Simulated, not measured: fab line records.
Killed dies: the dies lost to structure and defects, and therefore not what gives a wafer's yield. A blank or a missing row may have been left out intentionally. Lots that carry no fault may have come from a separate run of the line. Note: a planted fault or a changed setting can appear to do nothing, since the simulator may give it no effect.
fab line records -- flow rit-cmos
[record] lots = 15, wafers = 45, last-day = 7
route steps=202 shown CONTACT@174
lots that met no fault: from a run of the same line without faults
start-h: start of the lot's first displayed wafer, in hours after the record's first day -- wait-h: hours from the lot's prior step to this one -- " as in the row above -- L1.1+2: one row covering several wafers at once -- - value missing, or start not given -- * or withheld: withheld -- < > ~ a bound
route shown NAME@n: a module of which the file shows steps, and the number in the route of the first -- usual: mean/standard deviation of fault-free wafers -- same: alike in all rows -- chamber/n: place in a boat -- sites: per-site readings -- _std_site: how widely they spread, as a standard deviation -- _edge_site: mean of outer sites minus mean of inner sites -- radius-mm: how far each site lies from the wafer's centre -- mask NAME#n: copy n -- behind: the last tool/chamber to shape the wafer -- hold: why the lot went on hold/how many hours it stayed there/how the hold came to an end -- device: names the non-switching transistor (n, p or np) -- end of line: the same wafers' tests at the end of the route -- where a step has no rows: the recipe by itself -- killed: dies that structure and defects cost at the first sort, which is not the same as the wafer's yield -- map: a wafer's dies, x killed, . not, _ none there
set.NAME: the setting as run; set.NAME@STEP: as run at that earlier step -- model.NAME: the simulator's own value behind a step, which no gauge read
a sample of lots followed through the steps of the route, with each step as a table and each wafer as a row
[[steps]]
[step RIT_CONTACT_PEB_06]
[recipe] resist = NOVOLAK, temp-c = withheld, time-s = withheld
[usual] chill-plate-temp-C = *, exhaust-pa = 45.0/0.83
lot.wafer,tool,chamber,start-h,wait-h,chill-plate-temp-C,exhaust-pa
L736.1,litho-track-03,0,54.34,0.1,*,44.2
L736.2,litho-track-03,0,54.34,0.1,*,43.1
L736.4,litho-track-03,0,54.34,0.1,*,44.2
L737.1,litho-track-04,0,60.32,0.1,*,45.3
L737.2,litho-track-04,0,60.32,0.1,*,45.6
L737.5,litho-track-04,0,60.32,0.1,*,44.6
L738.2,litho-track-04,0,63.93,0.1,*,44.8
L738.4,litho-track-04,0,63.93,0.1,*,44.4
L738.6,litho-track-04,0,63.93,0.1,*,45.1
L739.1,litho-track-04,0,72.59,0.1,*,45.2
L739.3,litho-track-04,0,72.59,0.1,*,45.7
L739.6,litho-track-04,0,72.59,0.1,*,45.8
L740.1,litho-track-03,0,77.26,0.1,*,45.1
L740.4,litho-track-03,0,77.26,0.1,*,45.8
L740.6,litho-track-03,0,77.26,0.1,*,45.7
L741.1,litho-track-03,0,81.12,0.1,*,45.4
L741.2,litho-track-03,0,81.12,0.1,*,45.2
L741.4,litho-track-03,0,81.12,0.1,*,45.2
L744.1,litho-track-03,0,97.09,0.1,*,45.0
L744.3,litho-track-03,0,97.09,0.1,*,44.5
L744.5,litho-track-03,0,97.09,0.1,*,44.6
L745.3,litho-track-04,0,102.48,0.2,*,44.2
L745.4,litho-track-04,0,102.48,0.2,*,43.1
L745.5,litho-track-04,0,102.48,0.2,*,43.6
L747.1,litho-track-03,0,109.55,0.1,*,45.2
L747.3,litho-track-03,0,109.55,0.1,*,45.1
L747.6,litho-track-03,0,109.55,0.1,*,46.0
L751.3,litho-track-02,0,129.42,0.1,*,45.2
L751.4,litho-track-02,0,129.42,0.1,*,45.5
L751.5,litho-track-02,0,129.42,0.1,*,44.8
L754.1,litho-track-02,0,145.99,0.1,*,44.1
L754.2,litho-track-02,0,145.99,0.1,*,45.5
L754.6,litho-track-02,0,145.99,0.1,*,44.0
L755.1,litho-track-03,-,153.37,0.1,-,-
L755.5,litho-track-03,-,153.37,0.1,-,-
L755.6,litho-track-03,-,153.37,0.1,-,-
L757.1,litho-track-04,-,159.46,0.1,-,-
L757.3,litho-track-04,-,159.46,0.1,-,-
L757.4,litho-track-04,-,159.46,0.1,-,-
L758.2,litho-track-02,-,167.25,0.1,-,-
L758.5,litho-track-02,-,167.25,0.1,-,-
L758.6,litho-track-02,-,167.25,0.1,-,-
L759.2,litho-track-04,0,168.88,0.1,*,44.5
L759.3,litho-track-04,0,168.88,0.1,*,44.5
L759.5,litho-track-04,0,168.88,0.1,*,45.3
[[key]]
[first-sign] step = RIT_CONTACT_PEB_06, reading = tool-record, direction = missing
effect none on later readings
met-at RIT_CONTACT_PEB_06
struck-lots L755,L757,L758
sort-left-out L755.1,L755.5,L755.6,L757.1,L757.3,L757.4,L758.2,L758.5,L758.6
tester-left-out L755,L757,L758
onset-between 145.99 153.37
[fault] kind = skipped-step-whole, tool = litho-track-02,litho-track-03,litho-track-04, chamber = -, onset-h = 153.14, steps = RIT_CONTACT_PEB_06, scope = struck-lots-only
// tester-left-out: of these lots the tester's yield and bins aren't shown, on N5 and GAA mostly nor the transistor test; their killed dies are dies lost to structure and defects alone, not to doping, threshold or leakage, so they don't give the yield
// sort-left-out: the simulated sort isn't trusted on such a fault, so these wafers' sort isn't shown, and their yield isn't known
